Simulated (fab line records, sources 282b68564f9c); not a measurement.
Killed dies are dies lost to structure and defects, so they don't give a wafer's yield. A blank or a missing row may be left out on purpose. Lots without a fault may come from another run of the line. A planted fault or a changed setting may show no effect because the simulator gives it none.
A struck lot beside a sound one | flow rit_cmos | 22 steps out of a route of 202
Sound: wafers L795.1, L795.3, L795.6. Struck: wafers L793.2, L793.3, L793.4. The cause comes at the end.
At each step with rows: each side's tool, then ch and its chambers, then its first start. Under that, the readings that differ: sound wafers | struck wafers | difference of the means | sigmas: that difference in standard deviations of wafers without a fault.
alike: readings whose means differ by less than 2 such deviations, and words and numbers that are the same on both sides. not compared: withheld readings, readings that some wafer has no value for, bounds like >300 that may hide the same value, and numbers for which the record gives no deviation and whose values overlap.
The two part at a step that has a row with sigmas, a row that says differs or no value, or rows on one side only. Numbers that don't overlap but have no deviation are shown without sigmas and don't part them. A reading that every wafer of one side lacks parts them only if that side has two wafers or more.

first, 2 steps without rows for these wafers: RIT_NSD_HARDBAKE_07 (time 60 s); RIT_NSD_IMPLANT_08.
RIT_NSD_STRIP_09: strips in O2, time 180 s.
  sound on plasma_asher-04 ch 0,1, day 5 20:32; struck on plasma_asher-04 ch 0,1, day 5 16:40
  alike: chamber_pressure_mTorr, drypump_motor_current_A
  not compared: rf_hours_counter_h
RIT_NSD_TW_MEAS_10:
  sound on film_metro-01, day 5 20:43; struck on film_metro-01, day 5 16:52
  alike: NSD_TW
then, 6 steps without rows for these wafers: RIT_PSD_HMDS_00 (prime time 60 s); RIT_PSD_COAT_01 (resist thk 1000 nm); RIT_PSD_SOFTBAKE_02 (time 60 s); RIT_PSD_EXPOSE_03 (exposes mask M10, target cd 40900 nm); RIT_PSD_PEB_04; RIT_PSD_DEVELOP_05 (develop time 50 s).
RIT_PSD_OVL_MEAS_06:
  sound on overlay-02, day 5 21:37; struck on overlay-01, day 5 17:46
  alike: PSD_OVL
then, 1 step without rows for these wafers: RIT_PSD_HARDBAKE_07 (time 60 s).
RIT_PSD_IMPLANT_08:
  sound on implanter-03 ch 0, day 5 21:49; struck on implanter-02 ch 0, day 5 17:58
  reading                   | sound                | struck               | difference | sigmas
  beam_energy_keV           | 27.005 26.999 27.004 | 18.889 18.909 18.904 | -8.102     | -99 or more
  model.implant.rp_nm (nm)  | 21.79 21.79 21.79    | 16.18 16.18 16.18    | -5.61      |
  model.implant.drp_nm (nm) | 12.05 12.05 12.05    | 9.372 9.372 9.372    | -2.678     |
RIT_PSD_STRIP_09: strips in O2, time 180 s.
  sound on plasma_asher-02 ch 0,1, day 5 21:58; struck on plasma_asher-04 ch 0,1, day 5 18:05
  alike: chamber_pressure_mTorr, drypump_motor_current_A
  not compared: rf_hours_counter_h
RIT_PSD_TW_MEAS_10:
  sound on film_metro-03, day 5 22:08; struck on film_metro-01, day 5 18:17
  reading | sound          | struck         | difference | sigmas
  PSD_TW  | 3355 3357 3365 | 3129 3132 3137 | -226       | -7
then, 3 steps without rows for these wafers: RIT_SDANNEAL_CLEAN_00 (cleans in SC1, time 600 s); RIT_SDANNEAL_CLEAN_01 (cleans in dHF, time 30 s); RIT_SDANNEAL_CLEAN_02 (cleans in SC2, time 600 s).
RIT_SDANNEAL_RTA_03: time 5 s.
  sound on rtp_anneal-01 ch 0, day 5 22:34; struck on rtp_anneal-01 ch 0, day 5 18:42
  alike: wafer_temp_C_max
RIT_SDANNEAL_RS_MEAS_04: measures by four-point-probe.
  sound on film_metro-03, day 5 22:37; struck on film_metro-03, day 5 18:46
  reading         | sound             | struck            | difference | sigmas
  PSD_RS (ohm/sq) | 115.7 115.6 116.1 | 138.8 138.8 138.3 | +22.8      | +69
RIT_SDANNEAL_RS_MEAS_05: measures by four-point-probe.
  sound on film_metro-03, day 5 22:44; struck on film_metro-03, day 5 18:53
  alike: NSD_RS
RIT_M1_PROBE_99:
  sound on prober-01, day 6 06:08; struck on prober-01, day 6 02:40
  reading                                        | sound                | struck               | difference | sigmas
  model.etest.contact_pplus.end_ohm_um           | 44.75 44.69 46.32    | 63.24 61.74 64.45    | +17.89     |
  model.etest.nwell_pinched.rs_ohm_sq            | 336.4 339.8 336.1    | 331.9 331.1 333.3    | -5.3       |
  model.etest.diode_pplus_nwell.bv_v (V)         | 6.594 6.649 6.575    | 6.091 6.032 6.079    | -0.539     |
  model.etest.pmos_0p15.junction_log10_a_um      | -13.67 -13.78 -13.77 | -13.21 -13.35 -13.43 | +0.41      |
  model.etest.vpnp.gain                          | 1.018 1.059 1.037    | 0.7866 0.7732 0.7952 | -0.2530    |
  model.etest.diode_pplus_nwell.leak_log10_a_cm2 | -5.928 -6.22 -6.232  | -5.886 -5.761 -5.886 | +0.282     |
  model.etest.diode_pplus_nwell.cj_ff_um2        | 1.709 1.702 1.716    | 1.927 1.946 1.932    | +0.226     |
  model.etest.diode_pplus_comb.cj_ff_um2         | 2.013 2.008 2.018    | 2.189 2.2 2.197      | +0.182     |
  alike: killed_at_front_end, killed_dies, killed_open, killed_short

WHERE THEY PART
First at RIT_PSD_IMPLANT_08; last, within this record, at RIT_SDANNEAL_RS_MEAS_04. Later steps at which nothing parts them and some readings are alike: RIT_SDANNEAL_RS_MEAS_05, RIT_M1_PROBE_99.

WHY: what the simulator had put in
Process parameter drift: implanter-02, from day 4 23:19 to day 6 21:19, at RIT_PSD_IMPLANT_08. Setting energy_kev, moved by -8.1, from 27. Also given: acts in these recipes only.
